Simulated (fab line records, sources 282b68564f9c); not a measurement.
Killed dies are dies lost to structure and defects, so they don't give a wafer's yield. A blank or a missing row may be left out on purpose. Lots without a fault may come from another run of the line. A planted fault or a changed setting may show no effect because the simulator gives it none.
Which tool did it? | flow rit_cmos | 13 lots, 39 wafers sampled, at 4 steps of a route of 202

WHAT THE GAUGES READ, wafer by wafer
RIT_PLDD_OVL_MEAS_06.
lot  | measured    | on         | PLDD_OVL (nm)
L466 | day 2 19:44 | overlay-02 | -0.4 1.2 -0.2
L467 | day 3 00:34 | overlay-02 | -0.4 -1.4 -2.0
L468 | day 3 05:31 | overlay-01 | -3.1 0.6 0.5
L471 | day 3 20:05 | overlay-01 | -1.4 0.1 -1.2
L472 | day 4 01:05 | overlay-02 | 0.5 1.2 0.8
L475 | day 4 15:26 | overlay-02 | 3.2 1.3 2.0
L476 | day 4 21:01 | overlay-02 | -0.3 0.0 0.3
L478 | day 5 08:23 | overlay-02 | 0.1 1.9 0.0
L479 | day 5 17:39 | overlay-01 | 0.4 1.7 1.6
L482 | day 6 02:30 | overlay-02 | 0.5 -1.4 -1.4
L484 | day 6 14:21 | overlay-02 | 0.0 -0.7 -1.4
L485 | day 6 17:31 | overlay-02 | 0.1 0.3 -0.2
L487 | day 7 03:16 | overlay-01 | 0.4 -0.7 0.1

RIT_M1_CD_MEAS_09: target cd 2600 nm.
lot  | measured    | on        | cd_nm (nm)
L466 | day 3 07:10 | cd_sem-01 | 2601.8 2604.1 2601.4
L467 | day 3 11:38 | cd_sem-02 | 2600.2 2601.7 2598.9
L468 | day 3 16:49 | cd_sem-02 | 2599.2 2597.8 2597.5
L471 | day 4 07:44 | cd_sem-02 | 2598.1 2599.3 2599.8
L472 | day 4 12:26 | cd_sem-01 | 2597.3 2599.4 2597.7
L475 | day 5 02:48 | cd_sem-02 | 2601.1 2601.3 2602.1
L476 | day 5 08:13 | cd_sem-02 | 2596.1 2597.5 2596.4
L478 | day 5 20:20 | cd_sem-01 | 2601.0 2599.2 2601.0
L479 | day 6 05:37 | cd_sem-01 | 2604.2 2604.1 2600.1
L482 | day 6 13:40 | cd_sem-02 | 2599.0 2601.4 2599.4
L484 | day 7 01:37 | cd_sem-02 | 2600.4 2598.5 2601.2
L485 | day 7 04:44 | cd_sem-02 | 2599.1 2596.7 2600.6
L487 | day 7 14:43 | cd_sem-01 | 2602.2 2601.5 2601.3

RIT_M1_CD_MEAS_90: target cd 2600 nm.
lot  | measured    | on        | cd_nm (nm)
L466 | day 3 08:05 | cd_sem-02 | 2603.6 2605.6 2604.2
L467 | day 3 12:35 | cd_sem-02 | 2602.5 2605.8 2602.5
L468 | day 3 17:55 | cd_sem-01 | 2598.6 2598.9 2596.0
L471 | day 4 08:40 | cd_sem-02 | 2600.0 2598.0 2599.6
L472 | day 4 13:21 | cd_sem-02 | 2596.2 2599.8 2598.0
L475 | day 5 03:43 | cd_sem-02 | 2602.0 2602.5 2604.7
L476 | day 5 09:08 | cd_sem-01 | 2600.3 2597.7 2598.8
L478 | day 5 21:29 | cd_sem-01 | 2601.7 2598.8 2602.6
L479 | day 6 06:32 | cd_sem-01 | 2604.9 2607.3 2601.1
L482 | day 6 14:46 | cd_sem-02 | 2600.9 2603.0 2601.6
L484 | day 7 02:41 | cd_sem-02 | 2601.5 2601.0 2604.1
L485 | day 7 05:43 | cd_sem-02 | 2600.5 2595.8 2601.9
L487 | day 7 15:38 | cd_sem-01 | 2603.8 2603.3 2601.2

WHICH TOOL RAN EACH LOT (tool, then ch and the chambers of the sampled wafers, then the start)
lot  | RIT_SPACER_CLEAN_02
L466 | wet_bench-04 ch 0, day 2 20:30
L467 | wet_bench-01 ch 3, day 3 01:19
L468 | wet_bench-04 ch 3, day 3 06:18
L471 | wet_bench-03 ch 3, day 3 20:51
L472 | wet_bench-04 ch 3, day 4 01:51
L475 | wet_bench-04 ch 0, day 4 16:13
L476 | wet_bench-01 ch 0, day 4 21:46
L478 | wet_bench-04 ch 2, day 5 09:09
L479 | wet_bench-03 ch 3, day 5 18:25
L482 | wet_bench-04 ch 0, day 6 03:16
L484 | wet_bench-04 ch 2, day 6 15:06
L485 | wet_bench-03 ch 2, day 6 18:16
L487 | wet_bench-03 ch 1, day 7 04:01
- RIT_SPACER_CLEAN_02: cleans in SC2, time 600 s.

WHAT THE TOOLS THEMSELVES READ (means of the sampled wafers that have a number; where no wafer has one, the mark that the record gives instead)
The record holds no such reading with a usual standard deviation.

THE ANSWER, worked out from the rows above alone
Rule: what is usual is taken from the lots themselves. Put in order of their means at a reading, lots are off if they are a third of the lots or fewer, leave a main group of 4 or more, and stand apart from it by a gap of 3 or more times the standard deviation of the main group's means; of several such gaps the widest counts. A main group whose means are all the same, to the digits that the tables above print for the reading, isn't used. A lot without any number at a reading at which 4 lots or more have one is off too. The other lots that the step has rows for count as sound. The gauges are gone through in route order, then the tools' own readings, and for those a lot's mean is taken as printed above. The first step at which some lot is off is used, and at that step the reading that is off furthest; a lot without a number counts as furthest.
No lot is off at any reading shown: from this, nothing can be told.

WHAT THE SIMULATOR HAD PUT IN
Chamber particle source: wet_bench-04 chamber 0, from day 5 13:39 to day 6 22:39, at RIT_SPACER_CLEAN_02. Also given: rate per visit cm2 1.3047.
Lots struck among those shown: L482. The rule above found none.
